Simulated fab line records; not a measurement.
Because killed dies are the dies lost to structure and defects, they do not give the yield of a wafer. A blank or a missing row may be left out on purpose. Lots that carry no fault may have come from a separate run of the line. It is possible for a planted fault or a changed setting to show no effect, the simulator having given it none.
Chamber matching + flow rit-cmos + RIT_ACTIVE_ETCH_13 on rie-diel-03 has 4 sister chambers
The step etches Si3N4 in SF6, stops on SiO2, time 210 s, target depth 210 nm. 14 wafers are shown with their chamber, then 7 later ones without.

## WAFERS, EACH WITH ITS CHAMBER
| wafer  | chamber | drypump-motor-current-A (A) | throttle-valve-pct (%) | oes-product-au (a.u.) |
|--------|---------|-----------------------------|------------------------|-----------------------|
| L443.3 | 1       | 4.9                         | 7.57                   | 0.815                 |
| L443.4 | 3       | 5.7                         | 7.53                   | 0.825                 |
| L443.5 | 3       | 5.7                         | 7.54                   | 0.819                 |
| L444.2 | 0       | 5.7                         | 7.58                   | 0.818                 |
| L444.3 | 3       | 5.7                         | 7.54                   | 0.809                 |
| L444.4 | 2       | 4.8                         | 7.41                   | 0.802                 |
| L447.1 | 2       | 4.8                         | 7.43                   | 0.805                 |
| L447.3 | 1       | 4.9                         | 7.54                   | 0.808                 |
| L447.6 | 3       | 5.6                         | 7.54                   | 0.807                 |
| L451.3 | 2       | 4.8                         | 7.41                   | 0.817                 |
| L451.4 | 0       | 5.7                         | 7.58                   | 0.821                 |
| L451.6 | 0       | 5.7                         | 7.59                   | 0.824                 |
| L454.1 | 0       | 5.8                         | 7.58                   | 0.814                 |
| L454.3 | 2       | 4.8                         | 7.42                   | 0.804                 |

SIGNATURES (means of the wafers above)
| reading                 | chamber 0 | chamber 1 | chamber 2 | chamber 3 | scatter within a chamber |
|-------------------------|-----------|-----------|-----------|-----------|--------------------------|
| drypump-motor-current-A | 5.725     | 4.900     | 4.800     | 5.675     | 0.0387                   |
| throttle-valve-pct      | 7.5825    | 7.5550    | 7.4175    | 7.5375    | 0.00935                  |
| oes-product-au          | 0.81925   | 0.81150   | 0.80700   | 0.81500   | 0.00658                  |
Rule: a wafer lies at a distance from a chamber equal to the root of the sum of squares, over the readings, of (its reading less the chamber's mean, divided by the reading's scatter). The wafer belongs to the nearest chamber; if the next one is less than 2 further off, it can't be placed. How the scatter is found: for the shown wafers, subtract from each reading the mean of its chamber, square and add these, divide the total by (wafers less chambers), then take the root.

## WAFERS WHOSE CHAMBER IS MISSING
| wafer  | drypump-motor-current-A (A) | throttle-valve-pct (%) | oes-product-au (a.u.) |
|--------|-----------------------------|------------------------|-----------------------|
| L454.4 | 4.9                         | 7.55                   | 0.801                 |
| L464.3 | 4.8                         | 7.43                   | 0.809                 |
| L464.5 | 4.9                         | 7.54                   | 0.804                 |
| L464.6 | 5.7                         | 7.59                   | 0.814                 |
| L465.1 | 5.6                         | 7.54                   | 0.814                 |
| L465.4 | 5.7                         | 7.58                   | 0.811                 |
| L465.5 | 5.7                         | 7.59                   | 0.816                 |

## WHICH CHAMBER EACH WENT THROUGH
| wafer  | from the rows above | in truth |
|--------|---------------------|----------|
| L454.4 | 1                   | 1        |
| L464.3 | 2                   | 2        |
| L464.5 | 1                   | 1        |
| L464.6 | 0                   | 0        |
| L465.1 | 3                   | 3        |
| L465.4 | 0                   | 0        |
| L465.5 | 0                   | 0        |
Correct placement for 7 of the 7. Can't be placed from these rows: 0. Number placed wrongly: 0.
